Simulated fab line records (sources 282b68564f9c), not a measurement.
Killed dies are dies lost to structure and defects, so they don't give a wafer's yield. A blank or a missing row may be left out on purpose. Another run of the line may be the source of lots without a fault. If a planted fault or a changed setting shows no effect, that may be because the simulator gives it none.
fab line records + flow rit-cmos
[record]
- lots = 7
- wafers = 21
- last-day = 7
route steps=202 shown ACTIVE@1
lots that met no fault: from a run of the same line without faults
start-h: start of the lot's first displayed wafer, in hours after the record's first day + wait-h: how many hours have passed since the lot's step before this one + " the same as in the row above + L1.1+2: several wafers, shown together as one row + - no value, or no start was given + * or withheld: withheld + < > ~ a bound
route shown NAME@n: NAME is a module with steps in the file, n the number in the route of the first one + usual: average and standard deviation across the fault-free wafers + same: alike in all rows + chamber/n: place in a boat + sites: the reading at each site + _std_site: how widely they spread, as a standard deviation + _edge_site: the outer-site mean with the inner-site mean subtracted + radius-mm: for every site, how far away it sits from the centre of the wafer + mask NAME#n: copy n + behind: the tool/chamber that last shaped the wafer + hold: what put the lot on hold/how long, in hours/how the hold closed + device: names the non-switching transistor (n, p or np) + end of line: the tests these same wafers got at the end of their route + where a step has no rows: the recipe by itself + killed: count of dies lost to structure and defects at first sort (not the wafer's yield) + map: a wafer's dies, x killed, . not, _ none there
set.NAME: the run value of the setting; set.NAME@STEP: its run value at that earlier step + model.NAME: the simulator's own value behind a step, which no gauge read
lots seen at some steps along the route; tables by step, rows by wafer
services: the hour from which a tool's chamber was out of use, counted from the record's first day as start-h (under 0 if before that day), plus the number of hours and why
[[steps]]
[step RIT_ACTIVE_BOW_MEAS_00]
[recipe]
- mode = bow
[usual]
- INCOMING_BOW = 0/6.9
| lot.wafer | tool          | chamber | start-h | wait-h | INCOMING_BOW[um] |
|-----------|---------------|---------|---------|--------|------------------|
| L339.3    | film-metro-04 | -       | 20.04   | -      | -3               |
| L339.4    | "             | -       | "       | "      | -10              |
| L339.5    | "             | -       | "       | "      | -23              |
| L340.2    | film-metro-01 | -       | 25.02   | -      | -9               |
| L340.4    | "             | -       | "       | "      | -1               |
| L340.6    | "             | -       | "       | "      | 7                |
| L347.1    | film-metro-02 | -       | 60.00   | -      | -1               |
| L347.4    | "             | -       | "       | "      | 9                |
| L347.6    | "             | -       | "       | "      | -6               |
| L348.1    | film-metro-02 | -       | 65.00   | -      | 2                |
| L348.2    | "             | -       | "       | "      | -7               |
| L348.4    | "             | -       | "       | "      | -4               |
| L349.1    | film-metro-02 | -       | 70.00   | -      | 3                |
| L349.2    | "             | -       | "       | "      | -5               |
| L349.6    | "             | -       | "       | "      | -9               |
| L356.1    | film-metro-02 | -       | 105.00  | -      | 3                |
| L356.2    | "             | -       | "       | "      | 7                |
| L356.3    | "             | -       | "       | "      | 10               |
| L358.2    | film-metro-04 | -       | 115.02  | -      | 12               |
| L358.3    | "             | -       | "       | "      | 2                |
| L358.5    | "             | -       | "       | "      | 1                |
[step RIT_ACTIVE_OXIDATION_01]
[recipe]
- temp-c = 1000
- ambient = O2
- target-thk-a = 468
- ox-time-s = 3360
[step RIT_ACTIVE_THK_MEAS_02]
[recipe]
- reads = SiO2_of_ACTIVE_OXIDATION_01
[usual]
- ACTIVE_OXIDE_THK = 46.8/0.89
| lot.wafer | tool          | chamber | start-h | wait-h | ACTIVE_OXIDE_THK[nm] |
|-----------|---------------|---------|---------|--------|----------------------|
| L339.3    | film-metro-04 | -       | 22.07   | 0.0    | 46.8                 |
| L339.4    | "             | -       | "       | "      | 46.9                 |
| L339.5    | "             | -       | "       | "      | 47.3                 |
| L340.2    | film-metro-01 | -       | 27.06   | 0.0    | 46.0                 |
| L340.4    | "             | -       | "       | "      | 45.7                 |
| L340.6    | "             | -       | "       | "      | 45.7                 |
| L347.1    | film-metro-04 | -       | 62.05   | 0.0    | 46.0                 |
| L347.4    | "             | -       | "       | "      | 47.3                 |
| L347.6    | "             | -       | "       | "      | 47.0                 |
| L348.1    | film-metro-02 | -       | 67.05   | 0.0    | 46.2                 |
| L348.2    | "             | -       | "       | "      | 45.8                 |
| L348.4    | "             | -       | "       | "      | 45.9                 |
| L349.1    | film-metro-01 | -       | 72.05   | 0.0    | 45.1                 |
| L349.2    | "             | -       | "       | "      | 44.6                 |
| L349.6    | "             | -       | "       | "      | 45.1                 |
| L356.1    | film-metro-01 | -       | 107.05  | 0.0    | 47.4                 |
| L356.2    | "             | -       | "       | "      | 47.3                 |
| L356.3    | "             | -       | "       | "      | 47.6                 |
| L358.2    | film-metro-02 | -       | 117.06  | 0.0    | 47.5                 |
| L358.3    | "             | -       | "       | "      | 47.3                 |
| L358.5    | "             | -       | "       | "      | 47.6                 |
[step RIT_ACTIVE_CVD_03]
[recipe]
- material = Si3N4
- target-thk-nm = 150
- temp-c = 810
- precursor = SiH2Cl2/NH3
- time-s = 1500
- pressure-mtorr = 305.7
- sih2cl2-flow-sccm = 60
- nh3-flow-sccm = 150
[step RIT_ACTIVE_THK_MEAS_04]
[recipe]
- reads = Si3N4_of_ACTIVE_CVD_03
[usual]
- ACTIVE_NITRIDE_THK = 150.9/1.7
| lot.wafer | tool          | chamber | start-h | wait-h | ACTIVE_NITRIDE_THK[nm] |
|-----------|---------------|---------|---------|--------|------------------------|
| L339.3    | film-metro-01 | -       | 23.55   | 0.0    | 152.5                  |
| L339.4    | "             | -       | "       | "      | 152.3                  |
| L339.5    | "             | -       | "       | "      | 151.7                  |
| L340.2    | film-metro-01 | -       | 28.54   | 0.0    | 151.3                  |
| L340.4    | "             | -       | "       | "      | 150.7                  |
| L340.6    | "             | -       | "       | "      | 150.8                  |
| L347.1    | film-metro-02 | -       | 63.53   | 0.0    | 151.7                  |
| L347.4    | "             | -       | "       | "      | 151.9                  |
| L347.6    | "             | -       | "       | "      | 152.7                  |
| L348.1    | film-metro-04 | -       | 68.53   | 0.0    | 153.2                  |
| L348.2    | "             | -       | "       | "      | 153.4                  |
| L348.4    | "             | -       | "       | "      | 153.3                  |
| L349.1    | film-metro-04 | -       | 73.53   | 0.0    | 151.1                  |
| L349.2    | "             | -       | "       | "      | 151.5                  |
| L349.6    | "             | -       | "       | "      | 151.6                  |
| L356.1    | film-metro-01 | -       | 108.53  | 0.0    | 151.4                  |
| L356.2    | "             | -       | "       | "      | 151.0                  |
| L356.3    | "             | -       | "       | "      | 151.6                  |
| L358.2    | film-metro-02 | -       | 118.54  | 0.0    | 151.5                  |
| L358.3    | "             | -       | "       | "      | 152.8                  |
| L358.5    | "             | -       | "       | "      | 151.5                  |
[step RIT_ACTIVE_HMDS_05]
[recipe]
- prime-time-s = 60
- prime-temp-c = 140
[step RIT_ACTIVE_COAT_06]
[recipe]
- resist = NOVOLAK
- spin-rpm = 3250
- resist-thk-nm = 1000
[step RIT_ACTIVE_SOFTBAKE_07]
[recipe]
- resist = NOVOLAK
- temp-c = 90
- time-s = 60
[step RIT_ACTIVE_EXPOSE_08]
[recipe]
- mask-id = M1
- na = 0.6
- source-shape = conventional
- sigma-outer = 0.6
- target-cd-nm = 1400
- dose-mj = 225
[usual]
- exposure-dose-mJ-cm2 = 224.98/0.2
- focus-offset-nm = 0.0/0.54
- na = 0.6/0
| lot.wafer | tool             | chamber | start-h | wait-h | mask | exposure-dose-mJ-cm2 | focus-offset-nm | na  |
|-----------|------------------|---------|---------|--------|------|----------------------|-----------------|-----|
| L339.3    | iline-stepper-01 | 0       | 24.08   | 0.1    | M1#0 | 225.20               | 0.0             | 0.6 |
| L339.4    | "                | 0       | "       | "      | M1#0 | 225.19               | -0.5            | 0.6 |
| L339.5    | "                | 0       | "       | "      | M1#0 | 224.81               | 0.5             | 0.6 |
| L340.2    | iline-stepper-02 | 0       | 29.18   | 0.2    | M1#0 | 224.91               | 0.3             | 0.6 |
| L340.4    | "                | 0       | "       | "      | M1#0 | 225.26               | 0.3             | 0.6 |
| L340.6    | "                | 0       | "       | "      | M1#0 | 225.00               | -0.6            | 0.6 |
| L347.1    | iline-stepper-02 | -       | 64.17   | 0.2    | M1#0 | -                    | -               | -   |
| L347.4    | "                | -       | "       | "      | M1#0 | -                    | -               | -   |
| L347.6    | "                | -       | "       | "      | M1#0 | -                    | -               | -   |
| L348.1    | iline-stepper-02 | -       | 69.04   | 0.1    | M1#0 | -                    | -               | -   |
| L348.2    | "                | -       | "       | "      | M1#0 | -                    | -               | -   |
| L348.4    | "                | -       | "       | "      | M1#0 | -                    | -               | -   |
| L349.1    | iline-stepper-02 | -       | 74.04   | 0.1    | M1#0 | -                    | -               | -   |
| L349.2    | "                | -       | "       | "      | M1#0 | -                    | -               | -   |
| L349.6    | "                | -       | "       | "      | M1#0 | -                    | -               | -   |
| L356.1    | iline-stepper-01 | 0       | 109.17  | 0.2    | M1#0 | 225.34               | 0.4             | 0.6 |
| L356.2    | "                | 0       | "       | "      | M1#0 | 224.97               | 0.3             | 0.6 |
| L356.3    | "                | 0       | "       | "      | M1#0 | 224.86               | -0.1            | 0.6 |
| L358.2    | iline-stepper-01 | 0       | 119.18  | 0.2    | M1#0 | 224.73               | -0.8            | 0.6 |
| L358.3    | "                | 0       | "       | "      | M1#0 | 225.19               | -0.2            | 0.6 |
| L358.5    | "                | 0       | "       | "      | M1#0 | 224.80               | 0.3             | 0.6 |
[step RIT_ACTIVE_PEB_09]
[recipe]
- resist = NOVOLAK
- temp-c = withheld
- time-s = withheld
[[services]]
| tool             | chamber | start-h | hours | kind        |
|------------------|---------|---------|-------|-------------|
| iline-stepper-01 | -       | 16.77   | 1.8   | repair      |
| iline-stepper-02 | -       | 23.72   | 1.7   | pm          |
| iline-stepper-01 | -       | 75.45   | 5.2   | repair      |
| iline-stepper-02 | 0       | 76.45   | -     | calibration |
[[key]]
[first-sign]
- step = RIT_ACTIVE_EXPOSE_08
- reading = tool-record
- direction = missing
effect none on later readings
met-at RIT_ACTIVE_EXPOSE_08
struck-wafers L347.1,L347.4,L347.6,L348.1,L348.2,L348.4,L349.1,L349.2,L349.6
later-rows-left-out L347.1,L347.4,L347.6,L348.1,L348.2,L348.4,L349.1,L349.2,L349.6
sort-left-out L347.1,L347.4,L347.6,L348.1,L348.2,L348.4,L349.1,L349.2,L349.6
tester-left-out L347,L348,L349
onset-between 29.18 64.17
[fault]
- kind = skipped-step-whole
- tool = iline-stepper-02
- chamber = -
- onset-h = 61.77
- steps = RIT_ACTIVE_EXPOSE_08
- scope = struck-lots-only
// tester-left-out: of these lots the tester's yield and bins aren't shown, on N5 and GAA mostly nor the transistor test; their killed dies are dies lost to structure and defects alone, not to doping, threshold or leakage, so they don't give the yield
// sort-left-out: the simulated sort isn't trusted on such a fault, so these wafers' sort isn't shown, and their yield isn't known
// later-rows-left-out: the simulator's readings of these wafers behind a module that went badly wrong aren't trusted and aren't shown, but for the sort
